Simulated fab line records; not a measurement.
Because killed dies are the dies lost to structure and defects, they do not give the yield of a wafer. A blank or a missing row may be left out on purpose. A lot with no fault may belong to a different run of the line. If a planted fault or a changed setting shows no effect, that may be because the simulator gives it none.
Which tool was responsible? | flow rit cmos | Sampling: 14 lots, 42 wafers, 3 of 202 route steps

## WHAT THE GAUGES READ, wafer by wafer
RIT_M1_RS_MEAS_01: measures by four-point-probe.
lot  | measured    | on            | M1_AL_RS (ohm/sq)
L117 | day 3 18:16 | film metro-04 | 0.0758 0.0748 0.0740
L118 | day 4 00:51 | film metro-04 | 0.0728 0.0723 0.0730
L119 | day 4 03:50 | film metro-04 | 0.0745 0.0742 0.0738
L120 | day 4 13:21 | film metro-02 | 0.0742 0.0732 0.0726
L121 | day 4 16:17 | film metro-04 | 0.0718 0.0724 0.0728
L122 | day 4 18:58 | film metro-04 | 0.0728 0.0724 0.0720
L123 | day 5 02:11 | film metro-04 | 0.0742 0.0744 0.0750
L125 | day 5 13:05 | film metro-03 | 0.0731 0.0729 0.0726
L128 | day 6 00:26 | film metro-03 | 0.0359 0.0363 0.0361
L131 | day 6 21:50 | film metro-02 | 0.0367 0.0366 0.0368
L133 | day 7 09:58 | film metro-04 | 0.0746 0.0735 0.0740
L134 | day 7 13:10 | film metro-03 | 0.0735 0.0730 0.0744
L135 | day 7 14:59 | film metro-02 | 0.0730 0.0725 0.0721
L136 | day 7 17:14 | film metro-04 | 0.0737 0.0731 0.0713

RIT_M1_THK_MEAS_02: measures by xrf.
lot  | measured    | on            | M1_AL_THK (nm)
L117 | day 3 18:23 | film metro-04 | 385 386 392
L118 | day 4 00:57 | film metro-04 | 401 401 399
L119 | day 4 03:58 | film metro-04 | 390 390 396
L120 | day 4 13:27 | film metro-02 | 393 396 399
L121 | day 4 16:24 | film metro-04 | 407 403 399
L122 | day 4 19:05 | film metro-04 | 398 401 403
L123 | day 5 02:17 | film metro-04 | 391 388 387
L125 | day 5 13:12 | film metro-03 | 403 404 403
L128 | day 6 00:32 | film metro-03 | 810 798 805
L131 | day 6 21:57 | film metro-02 | 784 790 784
L133 | day 7 10:05 | film metro-04 | 388 396 391
L134 | day 7 13:17 | film metro-03 | 401 404 396
L135 | day 7 15:05 | film metro-02 | 396 401 403
L136 | day 7 17:21 | film metro-04 | 391 397 404

## EACH LOT AND THE TOOL THAT RAN IT (in order: tool; ch and the chambers of the sampled wafers; start)
lot  | RIT_M1_SPUTTER_00
L117 | pvd sputter-02, day 3 17:57
L118 | pvd sputter-04, day 4 00:31
L119 | pvd sputter-02, day 4 03:33
L120 | pvd sputter-04, day 4 13:01
L121 | pvd sputter-03, day 4 15:59
L122 | pvd sputter-04, day 4 18:40
L123 | pvd sputter-02, day 5 01:51
L125 | pvd sputter-03, day 5 12:47
L128 | pvd sputter-04, day 5 23:40
L131 | pvd sputter-02, day 6 20:05
L133 | pvd sputter-02, day 7 09:40
L134 | pvd sputter-04, day 7 12:52
L135 | pvd sputter-03, day 7 14:38
L136 | pvd sputter-04, day 7 16:56
- RIT_M1_SPUTTER_00: material Al, target thk 400 nm, time 500 s.

## WHAT THE TOOLS THEMSELVES READ (means of the sampled wafers that have a number; where no wafer has one, the mark that the record gives instead)
RIT_M1_SPUTTER_00.
lot  | tool           | throttle valve pct (%)
L117 | pvd sputter-02 | 30.6
L118 | pvd sputter-04 | 32.4
L119 | pvd sputter-02 | 30.6
L120 | pvd sputter-04 | 31.5
L121 | pvd sputter-03 | 29.7
L122 | pvd sputter-04 | 30.6
L123 | pvd sputter-02 | 29.7
L125 | pvd sputter-03 | 30.0
L128 | pvd sputter-04 | 30.6
L131 | pvd sputter-02 | 30.3
L133 | pvd sputter-02 | 29.5
L134 | pvd sputter-04 | 31.6
L135 | pvd sputter-03 | 30.3
L136 | pvd sputter-04 | 31.1

## THE ANSWER, worked out from the rows above alone
Rule: usual is defined by the lots themselves. Put in order of their means at a reading, lots are off if they are a third of the lots or fewer, leave a main group of 4 or more, and stand apart from it by a gap of 3 or more times the standard deviation of the main group's means; of several such gaps the widest counts. A main group is skipped when, at the precision printed for the reading in the tables above, its means are all equal. Also off: a lot with no number at a reading for which 4 or more lots have one. The other lots that the step has rows for count as sound. After the gauges, taken in route order, come the tools' own readings; for these a lot's mean is taken, as printed above. The first step at which some lot is off is used, and at that step the reading that is off furthest; a lot without a number counts as furthest.
Off: at RIT_M1_RS_MEAS_01 (M1_AL_RS), L128, L131. For the main group the mean is 0.0733 ohm/sq and the standard deviation 0.00085.
If a tool, at a process step before that reading, ran all the lots that are off and no sound lot after the first of them, it fits. The gauges at RIT_M1_RS_MEAS_01 are tried like those tools. Of those tried, none fits.

## WHAT HAD BEEN PUT IN BY THE SIMULATOR
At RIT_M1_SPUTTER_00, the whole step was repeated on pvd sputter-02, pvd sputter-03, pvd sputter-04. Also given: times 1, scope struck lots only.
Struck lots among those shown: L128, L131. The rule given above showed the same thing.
